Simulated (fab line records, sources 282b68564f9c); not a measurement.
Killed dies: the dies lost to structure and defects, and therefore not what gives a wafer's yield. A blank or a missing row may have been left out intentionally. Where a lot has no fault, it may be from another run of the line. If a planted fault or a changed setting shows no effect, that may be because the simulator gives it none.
fab line records	flow ritCmos	part 1 of 2: steps 1 to 32 of 44
record lots=5	wafers=15	lastDay=7
route steps=202 shown PLDD@118 SPACER@125 NSD@131 PSD@142 SDANNEAL@153 NLDD@160 SILICIDE@161
lots that met no fault: taken from a fault-free run of the same line
startH: the number of hours between the record's first day and the start of the first shown wafer of the lot	waitH: hours from the lot's prior step to this one	" unchanged from the row above	L1.1+2: a single row standing in for several wafers	- no value, or no start given	* or withheld: withheld	< > ~ a bound
route shown NAME@n: NAME is a module with steps in the file, n the number in the route of the first one	usual: mean and standard deviation over wafers with no fault	same: alike in all rows	chamber/n: place in a boat	sites: readings site by site	_std_site: the standard deviation of these	_edge_site: mean of outer sites minus mean of inner sites	radiusMm: how far each site lies from the wafer's centre	mask NAME#n: copy n	behind: the most recent tool/chamber to have shaped the wafer	hold: reason for holding the lot/hours on hold/outcome of the hold	device: which transistor (n, p or np) failed to switch	end of line: tests run on the same wafers once the route is complete	a step given without rows: its recipe and nothing more	killed: at the first sort, the dies lost to defects and structure; wafer yield is something else	map: per-die view of a wafer (x killed, . not killed, _ where there is no die)
set.NAME: the setting the step ran with; set.NAME@STEP: the setting that earlier step ran with	model.NAME: the simulator's own value behind a step, which no gauge read
lots at selected steps of the route; one table per step, one row per wafer
services: from which hour (startH, from the record's first day; less than 0 if before it) a tool's chamber was out of use, for how many hours, and why
## steps
# step RIT_PLDD_PEB_04
# recipe resist=NOVOLAK	tempC=withheld	timeS=withheld
lot.wafer	tool	chamber	startH	waitH
L081.2+3+5	lithoTrack-01	0	84.45	0.1
L083.2+3+6	lithoTrack-01	0	92.84	0.1
L089.2+3+6	lithoTrack-02	0	123.65	0.1
L091.1+2+6	lithoTrack-03	0	136.50	0.1
L094.2+4+6	lithoTrack-01	0	148.40	0.1
# step RIT_PLDD_DEVELOP_05
# recipe resist=NOVOLAK	developTimeS=48.6	devTempC=23
# same developTimeS=48.6
lot.wafer	tool	chamber	startH	waitH
L081.2+3+5	lithoTrack-01	0	-	-
L083.2+3+6	lithoTrack-01	0	-	-
L089.2+3+6	lithoTrack-02	0	-	-
L091.1+2+6	lithoTrack-03	0	-	-
L094.2+4+6	lithoTrack-01	0	-	-
# step RIT_PLDD_OVL_MEAS_06
# usual PLDD_OVL=0.9/1.3
lot.wafer	tool	chamber	startH	waitH	PLDD_OVL[nm]
L081.2	overlay-01	-	84.71	-	2.5
L081.3	"	-	"	"	2.8
L081.5	"	-	"	"	2.4
L083.2	overlay-02	-	93.11	-	0.6
L083.3	"	-	"	"	1.7
L083.6	"	-	"	"	1.9
L089.2	overlay-02	-	123.91	-	-0.6
L089.3	"	-	"	"	-0.2
L089.6	"	-	"	"	-0.7
L091.1	overlay-01	-	136.79	-	0.3
L091.2	"	-	"	"	0.4
L091.6	"	-	"	"	0.4
L094.2	overlay-01	-	148.67	-	2.3
L094.4	"	-	"	"	3.1
L094.6	"	-	"	"	3.4
# step RIT_PLDD_HARDBAKE_07
# recipe resist=NOVOLAK	tempC=140	timeS=60
lot.wafer	tool	chamber	startH	waitH
L081.2+3+5	lithoTrack-01	0	84.76	0.0
L083.2+3+6	lithoTrack-02	0	93.16	0.0
L089.2+3+6	lithoTrack-01	0	123.97	0.0
L091.1+2+6	lithoTrack-03	0	137.08	0.3
L094.2+4+6	lithoTrack-01	0	148.72	0.0
# step RIT_PLDD_IMPLANT_08
# recipe species=BF2	energyKev=20	doseCm2=9e+14	tiltDeg=7
# usual beamOnS=10.00/0.21	doseIonsCm2=9.001e+14/9.8e+11
lot.wafer	tool	chamber	startH	waitH	beamOnS	doseIonsCm2
L081.2	implanter-01	0	84.91	0.1	9.95	8.996e+14
L081.3	"	0	"	"	10.22	8.999e+14
L081.5	"	0	"	"	10.26	9.001e+14
L083.2	implanter-02	0	93.31	0.1	10.22	8.991e+14
L083.3	"	0	"	"	10.03	9.006e+14
L083.6	"	0	"	"	10.14	9e+14
L089.2	implanter-02	0	124.12	0.1	10.44	9.007e+14
L089.3	"	0	"	"	9.82	8.998e+14
L089.6	"	0	"	"	9.99	9.001e+14
L091.1	implanter-02	0	137.23	0.1	9.91	9.018e+14
L091.2	"	0	"	"	9.76	9.015e+14
L091.6	"	0	"	"	10.17	9.025e+14
L094.2	implanter-04	0	148.87	0.1	10.20	9.003e+14
L094.4	"	0	"	"	9.96	9.002e+14
L094.6	"	0	"	"	9.96	9.017e+14
# step RIT_PLDD_STRIP_09
# recipe chemistry=O2	timeS=180	resist=NOVOLAK	platenTempC=withheld	powerW=500	pressureMtorr=4000	o2FlowSccm=4000
# usual drypumpMotorCurrentA=5.6/0.55
lot.wafer	tool	chamber	startH	waitH	drypumpMotorCurrentA	rfHoursCounterH
L081.2	plasmaAsher-01	1	85.04	0.1	5.0	45
L081.3	"	1	"	"	5.0	-
L081.5	"	1	"	"	5.0	-
L083.2	plasmaAsher-02	1	93.44	0.1	5.5	46
L083.3	"	0	"	"	6.2	-
L083.6	"	1	"	"	5.5	-
L089.2	plasmaAsher-03	0	124.24	0.1	6.3	32
L089.3	"	1	"	"	5.8	-
L089.6	"	1	"	"	5.8	-
L091.1	plasmaAsher-03	1	137.38	0.1	5.8	33
L091.2	"	0	"	"	6.3	33
L091.6	"	1	"	"	5.8	-
L094.2	plasmaAsher-01	0	149.00	0.1	5.0	3
L094.4	"	1	"	"	5.0	-
L094.6	"	0	"	"	4.9	-
# step RIT_PLDD_TW_MEAS_10
# usual PLDD_TW=2350/12
lot.wafer	tool	chamber	startH	waitH	PLDD_TW
L081.2	filmMetro-02	-	85.22	0.1	2368
L081.3	"	-	"	"	2361
L081.5	"	-	"	"	2379
L083.2	filmMetro-01	-	93.62	0.1	2350
L083.3	"	-	"	"	2333
L083.6	"	-	"	"	2354
L089.2	filmMetro-03	-	124.43	0.1	2373
L089.3	"	-	"	"	2361
L089.6	"	-	"	"	2373
L091.1	filmMetro-03	-	137.55	0.1	2366
L091.2	"	-	"	"	2370
L091.6	"	-	"	"	2355
L094.2	filmMetro-01	-	149.18	0.1	2340
L094.4	"	-	"	"	2335
L094.6	"	-	"	"	2331
# step RIT_SPACER_CLEAN_00
# recipe chemistry=SC1	mix=3:3:50	timeS=600	tempC=75
lot.wafer	tool	chamber	startH	waitH
L081.2+3+5	wetBench-03	0	85.27	0.0
L083.2+3+6	wetBench-04	3	93.67	0.0
L089.2+3+6	wetBench-03	0	124.48	0.0
L091.1+2+6	wetBench-02	2	137.61	0.1
L094.2+4+6	wetBench-03	1	149.23	0.0
# step RIT_SPACER_CLEAN_01
# recipe chemistry=dHF	dilution=50:1	timeS=30
lot.wafer	tool	chamber	startH	waitH
L081.2+3+5	wetBench-03	3	85.45	0.0
L083.2+3+6	wetBench-03	1	93.85	0.0
L089.2+3+6	wetBench-04	3	124.65	0.0
L091.1+2+6	wetBench-04	1	137.80	0.0
L094.2+4+6	wetBench-04	0	149.41	0.0
# step RIT_SPACER_CLEAN_02
# recipe chemistry=SC2	mix=3:3:50	timeS=600	tempC=75	dry=n2Spin
lot.wafer	tool	chamber	startH	waitH
L081.2+3+5	wetBench-03	3	85.47	0.0
L083.2+3+6	wetBench-02	0	93.86	0.0
L089.2+3+6	wetBench-02	2	124.67	0.0
L091.1+2+6	wetBench-03	2	137.82	0.0
L094.2+4+6	wetBench-03	3	149.43	0.0
# step RIT_SPACER_CVD_03
# recipe material=Si3N4	targetThkNm=250	tempC=810	precursor=SiH2Cl2/NH3	timeS=3300	pressureMtorr=300	sih2cl2FlowSccm=60	nh3FlowSccm=150
# usual spikeTcSourceC=833.2/1.6	zonePowerCentrePct=38.9/1.7
lot.wafer	tool	chamber	startH	waitH	spikeTcSourceC	zonePowerCentrePct
L081.2	lpcvd-01	1	85.64	0.0	832.7	37.2
L081.3	"	1	"	"	831.3	37.0
L081.5	"	1	"	"	830.7	37.1
L083.2	lpcvd-02	0	94.04	0.0	832.2	40.1
L083.3	"	0	"	"	832.5	40.4
L083.6	"	0	"	"	832.8	39.5
L089.2	lpcvd-02	1	124.88	0.0	834.6	41.2
L089.3	"	1	"	"	833.2	40.9
L089.6	"	1	"	"	834.9	41.2
L091.1	lpcvd-01	0	138.01	0.0	833.6	37.8
L091.2	"	0	"	"	833.3	38.2
L091.6	"	0	"	"	833.5	38.2
L094.2	lpcvd-01	0	149.60	0.0	833.5	38.3
L094.4	"	0	"	"	834.6	37.9
L094.6	"	0	"	"	835.2	37.8
# step RIT_SPACER_THK_MEAS_04
# recipe reads=Si3N4_of_SPACER_CVD_03
# usual SPACER_NITRIDE_THK=250.5/3
lot.wafer	tool	chamber	startH	waitH	SPACER_NITRIDE_THK[nm]
L081.2	filmMetro-02	-	87.57	0.0	252.9
L081.3	"	-	"	"	249.2
L081.5	"	-	"	"	252.0
L083.2	filmMetro-01	-	95.97	0.0	244.6
L083.3	"	-	"	"	244.3
L083.6	"	-	"	"	244.2
L089.2	filmMetro-04	-	126.80	0.0	248.7
L089.3	"	-	"	"	251.4
L089.6	"	-	"	"	248.3
L091.1	filmMetro-04	-	139.93	0.0	250.3
L091.2	"	-	"	"	251.8
L091.6	"	-	"	"	252.7
L094.2	filmMetro-04	-	151.53	0.0	252.9
L094.4	"	-	"	"	251.2
L094.6	"	-	"	"	252.3
# step RIT_SPACER_ETCHBACK_05
# recipe targetDepthA=2500	SF6_flow_sccm=30	CHF3_flow_sccm=30	target=Si3N4	chemistry=SF6/CHF3	pressureMtorr=40	rfW=252.5	timeS=240	stopOn=SiO2
# usual drypumpMotorCurrentA=5.7/0.38	oesProductAu=0.850/0.012	throttleValvePct=10.31/0.16
lot.wafer	tool	chamber	startH	waitH	drypumpMotorCurrentA	oesProductAu	rfHoursCounterH	throttleValvePct
L081.2	rieDiel-02	0	87.62	0.0	6.4	0.859	48	10.04
L081.3	"	2	"	"	5.0	0.850	27	10.25
L081.5	"	1	"	"	5.7	0.850	-	10.08
L083.2	rieDiel-02	3	96.02	0.0	5.7	0.826	10	10.40
L083.3	"	2	"	"	5.0	0.831	27	10.21
L083.6	"	1	"	"	5.7	0.835	-	10.07
L089.2	rieDiel-02	1	126.85	0.0	5.7	0.845	21	10.09
L089.3	"	3	"	"	5.6	0.853	11	10.41
L089.6	"	0	"	"	6.4	0.856	-	10.06
L091.1	rieDiel-01	2	139.99	0.1	5.6	0.866	6	10.44
L091.2	"	1	"	"	5.7	0.847	88	10.60
L091.6	"	2	"	"	5.6	0.873	-	10.46
L094.2	rieDiel-02	3	151.58	0.0	5.6	0.842	11	10.40
L094.4	"	3	"	"	5.7	0.848	-	10.40
L094.6	"	0	"	"	6.4	0.863	-	10.06
# step RIT_NSD_HMDS_00
# recipe primeTimeS=60	primeTempC=140
lot.wafer	tool	chamber	startH	waitH
L081.2+3+5	lithoTrack-04	0	87.79	0.1
L083.2+3+6	lithoTrack-04	0	96.19	0.1
L089.2+3+6	lithoTrack-02	0	127.03	0.1
L091.1+2+6	lithoTrack-03	0	140.14	0.1
L094.2+4+6	lithoTrack-04	0	151.75	0.1
# step RIT_NSD_COAT_01
# recipe resist=NOVOLAK	spinRpm=3250	resistThkNm=1000
# usual spinSpeedRpm=3250.0/2.4
lot.wafer	tool	chamber	startH	waitH	spinSpeedRpm
L081.2	lithoTrack-04	0	87.94	0.1	3251.3
L081.3	"	0	"	"	3249.4
L081.5	"	0	"	"	3252.1
L083.2	lithoTrack-04	0	96.34	0.1	3248.5
L083.3	"	0	"	"	3250.6
L083.6	"	0	"	"	3251.0
L089.2	lithoTrack-02	0	127.18	0.1	3248.3
L089.3	"	0	"	"	3251.6
L089.6	"	0	"	"	3254.7
L091.1	lithoTrack-03	0	140.29	0.1	3246.8
L091.2	"	0	"	"	3248.0
L091.6	"	0	"	"	3248.8
L094.2	lithoTrack-04	0	151.90	0.1	3252.3
L094.4	"	0	"	"	3252.4
L094.6	"	0	"	"	3251.7
# step RIT_NSD_SOFTBAKE_02
# recipe resist=NOVOLAK	tempC=90	timeS=60
lot.wafer	tool	chamber	startH	waitH
L081.2+3+5	lithoTrack-04	0	88.09	0.1
L083.2+3+6	lithoTrack-04	0	96.49	0.1
L089.2+3+6	lithoTrack-02	0	127.33	0.1
L091.1+2+6	lithoTrack-03	0	140.44	0.1
L094.2+4+6	lithoTrack-04	0	152.05	0.1
# step RIT_NSD_EXPOSE_03
# recipe maskId=M9	na=0.57	targetCdNm=40700	doseMj=250
# usual stageVelMmS=500.02/0.23
lot.wafer	tool	chamber	startH	waitH	mask	stageVelMmS
L081.2	ilineStepper-02	0	89.03	0.9	M9#0	499.76
L081.3	"	0	"	"	M9#0	500.10
L081.5	"	0	"	"	M9#0	500.19
L083.2	ilineStepper-01	0	96.76	0.2	M9#0	499.79
L083.3	"	0	"	"	M9#0	500.15
L083.6	"	0	"	"	M9#0	500.08
L089.2	ilineStepper-01	0	127.47	0.1	M9#0	500.12
L089.3	"	0	"	"	M9#0	500.19
L089.6	"	0	"	"	M9#0	500.05
L091.1	ilineStepper-01	0	140.71	0.2	M9#0	499.75
L091.2	"	0	"	"	M9#0	499.82
L091.6	"	0	"	"	M9#0	499.68
L094.2	ilineStepper-02	0	152.20	0.1	M9#0	499.65
L094.4	"	0	"	"	M9#0	499.88
L094.6	"	0	"	"	M9#0	500.06
# step RIT_NSD_PEB_04
# recipe resist=NOVOLAK	tempC=withheld	timeS=withheld
lot.wafer	tool	chamber	startH	waitH
L081.2+3+5	lithoTrack-04	0	89.15	0.1
L083.2+3+6	lithoTrack-04	0	96.88	0.1
L089.2+3+6	lithoTrack-03	0	127.60	0.1
L091.1+2+6	lithoTrack-02	0	140.83	0.1
L094.2+4+6	lithoTrack-02	0	152.32	0.1
# step RIT_NSD_DEVELOP_05
# recipe resist=NOVOLAK	developTimeS=50	devTempC=23
# same developTimeS=50
lot.wafer	tool	chamber	startH	waitH
L081.2+3+5	lithoTrack-04	0	-	-
L083.2+3+6	lithoTrack-04	0	-	-
L089.2+3+6	lithoTrack-03	0	-	-
L091.1+2+6	lithoTrack-02	0	-	-
L094.2+4+6	lithoTrack-02	0	-	-
# step RIT_NSD_OVL_MEAS_06
# usual NSD_OVL=-0.6/1.6
lot.wafer	tool	chamber	startH	waitH	NSD_OVL[nm]
L081.2	overlay-02	-	89.41	-	-3.1
L081.3	"	-	"	"	-1.9
L081.5	"	-	"	"	-2.6
L083.2	overlay-02	-	97.15	-	0.5
L083.3	"	-	"	"	1.5
L083.6	"	-	"	"	2.3
L089.2	overlay-02	-	127.86	-	2.5
L089.3	"	-	"	"	2.0
L089.6	"	-	"	"	0.7
L091.1	overlay-02	-	141.11	-	0.5
L091.2	"	-	"	"	1.4
L091.6	"	-	"	"	0.5
L094.2	overlay-01	-	152.58	-	0.7
L094.4	"	-	"	"	1.1
L094.6	"	-	"	"	1.3
# step RIT_NSD_HARDBAKE_07
# recipe resist=NOVOLAK	tempC=140	timeS=60
lot.wafer	tool	chamber	startH	waitH
L081.2+3+5	lithoTrack-04	0	89.47	0.0
L083.2+3+6	lithoTrack-02	0	97.20	0.0
L089.2+3+6	lithoTrack-04	0	127.91	0.0
L091.1+2+6	lithoTrack-04	0	141.15	0.0
L094.2+4+6	lithoTrack-02	0	152.64	0.0
# step RIT_NSD_IMPLANT_08
# recipe species=P	energyKev=25	doseCm2=1e+15	tiltDeg=7
# usual beamOnS=10.01/0.19	doseIonsCm2=9.997e+14/1.1e+12
lot.wafer	tool	chamber	startH	waitH	beamOnS	doseIonsCm2
L081.2	implanter-01	0	89.62	0.1	9.55	9.976e+14
L081.3	"	0	"	"	10.12	1.0014e+15
L081.5	"	0	"	"	9.80	9.989e+14
L083.2	implanter-03	0	97.35	0.1	10.01	1.0016e+15
L083.3	"	0	"	"	10.15	9.991e+14
L083.6	"	0	"	"	10.38	9.991e+14
L089.2	implanter-02	0	128.06	0.1	9.93	1.0018e+15
L089.3	"	0	"	"	9.78	1.0013e+15
L089.6	"	0	"	"	10.38	1.001e+15
L091.1	implanter-01	0	141.30	0.1	10.02	1.0008e+15
L091.2	"	0	"	"	10.10	1.001e+15
L091.6	"	0	"	"	9.80	1.0001e+15
L094.2	implanter-03	0	152.79	0.1	10.22	9.988e+14
L094.4	"	0	"	"	9.96	9.985e+14
L094.6	"	0	"	"	10.24	1.0008e+15
# step RIT_NSD_STRIP_09
# recipe chemistry=O2	timeS=180	resist=NOVOLAK	platenTempC=withheld	powerW=500	pressureMtorr=4000	o2FlowSccm=4000
# usual drypumpMotorCurrentA=5.6/0.44
lot.wafer	tool	chamber	startH	waitH	drypumpMotorCurrentA	rfHoursCounterH
L081.2	plasmaAsher-01	0	89.74	0.1	4.9	46
L081.3	"	1	"	"	5.0	-
L081.5	"	0	"	"	4.9	-
L083.2	plasmaAsher-04	1	97.48	0.1	5.9	44
L083.3	"	1	"	"	5.9	-
L083.6	"	1	"	"	5.9	-
L089.2	plasmaAsher-04	1	128.19	0.1	5.9	47
L089.3	"	0	"	"	5.4	-
L089.6	"	1	"	"	5.9	-
L091.1	plasmaAsher-01	0	141.45	0.1	4.9	2
L091.2	"	1	"	"	5.0	2
L091.6	"	0	"	"	4.9	-
L094.2	plasmaAsher-02	0	152.91	0.1	6.2	53
L094.4	"	1	"	"	5.5	-
L094.6	"	1	"	"	5.5	-
# step RIT_NSD_TW_MEAS_10
# usual NSD_TW=3124/15
lot.wafer	tool	chamber	startH	waitH	NSD_TW
L081.2	filmMetro-02	-	89.93	0.1	3128
L081.3	"	-	"	"	3151
L081.5	"	-	"	"	3134
L083.2	filmMetro-01	-	97.66	0.1	3128
L083.3	"	-	"	"	3105
L083.6	"	-	"	"	3116
L089.2	filmMetro-02	-	128.37	0.1	3114
L089.3	"	-	"	"	3110
L089.6	"	-	"	"	3115
L091.1	filmMetro-02	-	141.62	0.1	3110
L091.2	"	-	"	"	3119
L091.6	"	-	"	"	3119
L094.2	filmMetro-03	-	153.10	0.1	3121
L094.4	"	-	"	"	3101
L094.6	"	-	"	"	3105
# step RIT_PSD_HMDS_00
# recipe primeTimeS=60	primeTempC=140
lot.wafer	tool	chamber	startH	waitH
L081.2+3+5	lithoTrack-01	0	90.00	0.1
L083.2+3+6	lithoTrack-01	0	97.74	0.1
L089.2+3+6	lithoTrack-02	0	128.45	0.1
L091.1+2+6	lithoTrack-02	0	141.70	0.1
L094.2+4+6	lithoTrack-02	0	153.17	0.1
# step RIT_PSD_COAT_01
# recipe resist=NOVOLAK	spinRpm=3250	resistThkNm=1000
# usual spinSpeedRpm=3249.9/2.5
lot.wafer	tool	chamber	startH	waitH	spinSpeedRpm
L081.2	lithoTrack-01	0	90.15	0.1	3248.4
L081.3	"	0	"	"	3248.1
L081.5	"	0	"	"	3249.8
L083.2	lithoTrack-01	0	97.89	0.1	3247.0
L083.3	"	0	"	"	3246.8
L083.6	"	0	"	"	3252.3
L089.2	lithoTrack-02	0	128.60	0.1	3252.7
L089.3	"	0	"	"	3249.2
L089.6	"	0	"	"	3251.3
L091.1	lithoTrack-02	0	141.85	0.1	3254.9
L091.2	"	0	"	"	3255.0
L091.6	"	0	"	"	3250.1
L094.2	lithoTrack-02	0	153.32	0.1	3254.9
L094.4	"	0	"	"	3254.1
L094.6	"	0	"	"	3251.3
# step RIT_PSD_SOFTBAKE_02
# recipe resist=NOVOLAK	tempC=90	timeS=60
lot.wafer	tool	chamber	startH	waitH
L081.2+3+5	lithoTrack-01	0	90.30	0.1
L083.2+3+6	lithoTrack-01	0	98.04	0.1
L089.2+3+6	lithoTrack-02	0	128.75	0.1
L091.1+2+6	lithoTrack-02	0	142.00	0.1
L094.2+4+6	lithoTrack-02	0	153.47	0.1
# step RIT_PSD_EXPOSE_03
# recipe maskId=M10	na=0.57	targetCdNm=40900	doseMj=250
# usual stageVelMmS=499.95/0.26
lot.wafer	tool	chamber	startH	waitH	mask	stageVelMmS
L081.2	ilineStepper-02	0	90.54	0.2	M10#0	499.66
L081.3	"	0	"	"	M10#0	500.06
L081.5	"	0	"	"	M10#0	499.68
L083.2	ilineStepper-01	0	98.18	0.1	M10#0	500.01
L083.3	"	0	"	"	M10#0	499.88
L083.6	"	0	"	"	M10#0	500.12
L089.2	ilineStepper-01	0	128.89	0.1	M10#0	499.93
L089.3	"	0	"	"	M10#0	500.28
L089.6	"	0	"	"	M10#0	499.93
L091.1	ilineStepper-01	0	142.15	0.1	M10#0	499.66
L091.2	"	0	"	"	M10#0	500.60
L091.6	"	0	"	"	M10#0	500.10
L094.2	ilineStepper-01	0	153.74	0.2	M10#0	499.74
L094.4	"	0	"	"	M10#0	499.76
L094.6	"	0	"	"	M10#0	500.10
# step RIT_PSD_PEB_04
# recipe resist=NOVOLAK	tempC=withheld	timeS=withheld
lot.wafer	tool	chamber	startH	waitH
L081.2+3+5	lithoTrack-01	0	90.66	0.1
L083.2+3+6	lithoTrack-02	0	98.30	0.1
L089.2+3+6	lithoTrack-02	0	129.02	0.1
L091.1+2+6	lithoTrack-04	0	142.27	0.1
L094.2+4+6	lithoTrack-02	0	153.86	0.1
# step RIT_PSD_DEVELOP_05
# recipe resist=NOVOLAK	developTimeS=51.76	devTempC=23
# same developTimeS=51.76
lot.wafer	tool	chamber	startH	waitH
L081.2+3+5	lithoTrack-01	0	-	-
L083.2+3+6	lithoTrack-02	0	-	-
L089.2+3+6	lithoTrack-02	0	-	-
L091.1+2+6	lithoTrack-04	0	-	-
L094.2+4+6	lithoTrack-02	0	-	-
# step RIT_PSD_OVL_MEAS_06
# usual PSD_OVL=-0.2/1.1
lot.wafer	tool	chamber	startH	waitH	PSD_OVL[nm]
L081.2	overlay-02	-	90.93	-	0.1
L081.3	"	-	"	"	-1.5
L081.5	"	-	"	"	-1.9
L083.2	overlay-01	-	98.57	-	0.5
L083.3	"	-	"	"	1.5
L083.6	"	-	"	"	1.1
L089.2	overlay-02	-	129.28	-	1.0
L089.3	"	-	"	"	0.5
L089.6	"	-	"	"	-1.3
L091.1	overlay-01	-	142.55	-	0.9
L091.2	"	-	"	"	0.2
L091.6	"	-	"	"	-0.6
L094.2	overlay-02	-	154.13	-	0.6
L094.4	"	-	"	"	1.7
L094.6	"	-	"	"	0.4
# step RIT_PSD_HARDBAKE_07
# recipe resist=NOVOLAK	tempC=140	timeS=60
lot.wafer	tool	chamber	startH	waitH
L081.2+3+5	lithoTrack-02	0	90.98	0.0
L083.2+3+6	lithoTrack-02	0	98.62	0.0
L089.2+3+6	lithoTrack-02	0	129.34	0.0
L091.1+2+6	lithoTrack-01	0	142.59	0.0
L094.2+4+6	lithoTrack-01	0	154.18	0.0
